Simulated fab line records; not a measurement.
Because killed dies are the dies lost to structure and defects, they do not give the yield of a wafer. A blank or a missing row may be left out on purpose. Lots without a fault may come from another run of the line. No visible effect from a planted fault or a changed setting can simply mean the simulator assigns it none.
The tool behind it: which one? || flow rit_cmos || Sampling: 14 lots, 42 wafers, 2 of 202 route steps

## WHAT THE GAUGES SHOWED, per wafer
RIT_GATE_THK_MEAS_09. Usual: GATE_POLY_THK gives 250.5 nm (standard deviation 2.3).
{"lot": "L116", "measured": "day 2 16:44", "on": "film_metro-04", "GATE_POLY_THK (nm)": "253.0 251.1 253.3", "flag": ""}
{"lot": "L118", "measured": "day 3 03:09", "on": "film_metro-03", "GATE_POLY_THK (nm)": "245.9 246.8 246.1", "flag": ""}
{"lot": "L119", "measured": "day 3 04:37", "on": "film_metro-02", "GATE_POLY_THK (nm)": "246.8 248.6 248.8", "flag": ""}
{"lot": "L120", "measured": "day 3 10:31", "on": "film_metro-04", "GATE_POLY_THK (nm)": "250.9 249.6 252.2", "flag": ""}
{"lot": "L121", "measured": "day 3 13:53", "on": "film_metro-03", "GATE_POLY_THK (nm)": "247.7 245.9 248.2", "flag": ""}
{"lot": "L122", "measured": "day 3 19:07", "on": "film_metro-02", "GATE_POLY_THK (nm)": "252.5 252.9 251.3", "flag": ""}
{"lot": "L124", "measured": "day 4 07:37", "on": "film_metro-03", "GATE_POLY_THK (nm)": "254.5 254.5 252.8", "flag": ""}
{"lot": "L125", "measured": "day 4 10:27", "on": "film_metro-02", "GATE_POLY_THK (nm)": "250.4 250.1 252.1", "flag": ""}
{"lot": "L127", "measured": "day 4 22:42", "on": "film_metro-03", "GATE_POLY_THK (nm)": "253.9 252.6 252.6", "flag": ""}
{"lot": "L131", "measured": "day 5 21:26", "on": "film_metro-03", "GATE_POLY_THK (nm)": "121.1 120.2 124.5", "flag": "OFF"}
{"lot": "L132", "measured": "day 6 06:03", "on": "film_metro-03", "GATE_POLY_THK (nm)": "119.9 118.7 118.1", "flag": "OFF"}
{"lot": "L133", "measured": "day 6 06:13", "on": "film_metro-04", "GATE_POLY_THK (nm)": "246.5 247.6 247.3", "flag": ""}
{"lot": "L137", "measured": "day 7 01:28", "on": "film_metro-03", "GATE_POLY_THK (nm)": "249.1 247.7 247.8", "flag": ""}
{"lot": "L139", "measured": "day 7 14:05", "on": "film_metro-03", "GATE_POLY_THK (nm)": "248.9 249.5 249.4", "flag": ""}

## TOOL THAT RAN EACH LOT (tool first, then ch and the chambers of the sampled wafers, then the start)
{"lot": "L116", "RIT_GATE_CVD_08": "lpcvd-02 ch 0, day 2 15:06"}
{"lot": "L118", "RIT_GATE_CVD_08": "lpcvd-02 ch 1, day 3 01:31"}
{"lot": "L119", "RIT_GATE_CVD_08": "lpcvd-01 ch 1, day 3 02:58"}
{"lot": "L120", "RIT_GATE_CVD_08": "lpcvd-02 ch 1, day 3 08:53"}
{"lot": "L121", "RIT_GATE_CVD_08": "lpcvd-01 ch 1, day 3 12:14"}
{"lot": "L122", "RIT_GATE_CVD_08": "lpcvd-02 ch 0, day 3 17:29"}
{"lot": "L124", "RIT_GATE_CVD_08": "lpcvd-01 ch 1, day 4 06:00"}
{"lot": "L125", "RIT_GATE_CVD_08": "lpcvd-01 ch 0, day 4 08:49"}
{"lot": "L127", "RIT_GATE_CVD_08": "lpcvd-02 ch 1, day 4 21:05"}
{"lot": "L131", "RIT_GATE_CVD_08": "lpcvd-01 ch 0, day 5 19:49"}
{"lot": "L132", "RIT_GATE_CVD_08": "lpcvd-01 ch 0, day 6 04:26"}
{"lot": "L133", "RIT_GATE_CVD_08": "lpcvd-02 ch 0, day 6 04:37"}
{"lot": "L137", "RIT_GATE_CVD_08": "lpcvd-02 ch 0, day 6 23:51"}
{"lot": "L139", "RIT_GATE_CVD_08": "lpcvd-02 ch 1, day 7 12:28"}
- RIT_GATE_CVD_08: deposits poly-Si from SiH4, target thk 250 nm, time 2220 s.

## AS READ BY THE TOOLS THEMSELVES (means over the sampled wafers that have a number; for cases with no such wafer, the mark the record gives instead)
RIT_GATE_CVD_08. Usual: spike_tc_centre_C 612.7 C, standard deviation 1.6; zone_power_centre_pct 27.3 %, standard deviation 1.8.
{"lot": "L116", "tool": "lpcvd-02", "spike_tc_centre_C (C)": 612.4, "zone_power_centre_pct (%)": 25.2, "flag": ""}
{"lot": "L118", "tool": "lpcvd-02", "spike_tc_centre_C (C)": 611.2, "zone_power_centre_pct (%)": 28.3, "flag": ""}
{"lot": "L119", "tool": "lpcvd-01", "spike_tc_centre_C (C)": 613.9, "zone_power_centre_pct (%)": 29.4, "flag": ""}
{"lot": "L120", "tool": "lpcvd-02", "spike_tc_centre_C (C)": 611.2, "zone_power_centre_pct (%)": 28.6, "flag": ""}
{"lot": "L121", "tool": "lpcvd-01", "spike_tc_centre_C (C)": 613.9, "zone_power_centre_pct (%)": 29.4, "flag": ""}
{"lot": "L122", "tool": "lpcvd-02", "spike_tc_centre_C (C)": 612.4, "zone_power_centre_pct (%)": 25.0, "flag": ""}
{"lot": "L124", "tool": "lpcvd-01", "spike_tc_centre_C (C)": 614.9, "zone_power_centre_pct (%)": 29.4, "flag": ""}
{"lot": "L125", "tool": "lpcvd-01", "spike_tc_centre_C (C)": 612.9, "zone_power_centre_pct (%)": 28.4, "flag": ""}
{"lot": "L127", "tool": "lpcvd-02", "spike_tc_centre_C (C)": 610.8, "zone_power_centre_pct (%)": 28.6, "flag": ""}
{"lot": "L131", "tool": "lpcvd-01", "spike_tc_centre_C (C)": 613.5, "zone_power_centre_pct (%)": 28.4, "flag": ""}
{"lot": "L132", "tool": "lpcvd-01", "spike_tc_centre_C (C)": 613.8, "zone_power_centre_pct (%)": 28.3, "flag": ""}
{"lot": "L133", "tool": "lpcvd-02", "spike_tc_centre_C (C)": 612.4, "zone_power_centre_pct (%)": 25.1, "flag": ""}
{"lot": "L137", "tool": "lpcvd-02", "spike_tc_centre_C (C)": 613.4, "zone_power_centre_pct (%)": 24.8, "flag": ""}
{"lot": "L139", "tool": "lpcvd-02", "spike_tc_centre_C (C)": 611.4, "zone_power_centre_pct (%)": 28.2, "flag": ""}

## THE ANSWER, worked out from the rows above alone
Rule: a lot is off if the mean of its wafers that have a number lies more than 3 standard deviations from the usual mean. Also off: a lot with no number at a reading for which 4 or more lots have one. All remaining lots with rows at the step are treated as sound. Order of review: gauges by route order, followed by the tools' own readings, for which a lot's mean as printed above is used. At the first step where some lot is off, the reading lying furthest off is the one used; lots without a number count as furthest.
Off: at RIT_GATE_THK_MEAS_09 (GATE_POLY_THK), L131, L132.
If a tool, at a process step before that reading, ran all the lots that are off and no sound lot after the first of them, it fits. The gauges at RIT_GATE_THK_MEAS_09 are tried like those tools. One candidate fits, namely lpcvd-01 at RIT_GATE_CVD_08. Its last sound lot is L125 (day 4 08:49), its first lot that is off L131 (day 5 19:49): a fault that began between those two fits.

## WHAT THE SIMULATOR PUT IN
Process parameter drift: lpcvd-01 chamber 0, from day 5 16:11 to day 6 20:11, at RIT_GATE_CVD_08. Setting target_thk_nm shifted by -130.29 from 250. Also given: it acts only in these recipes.
Lots struck among those shown: L131, L132. The rule above found the same.
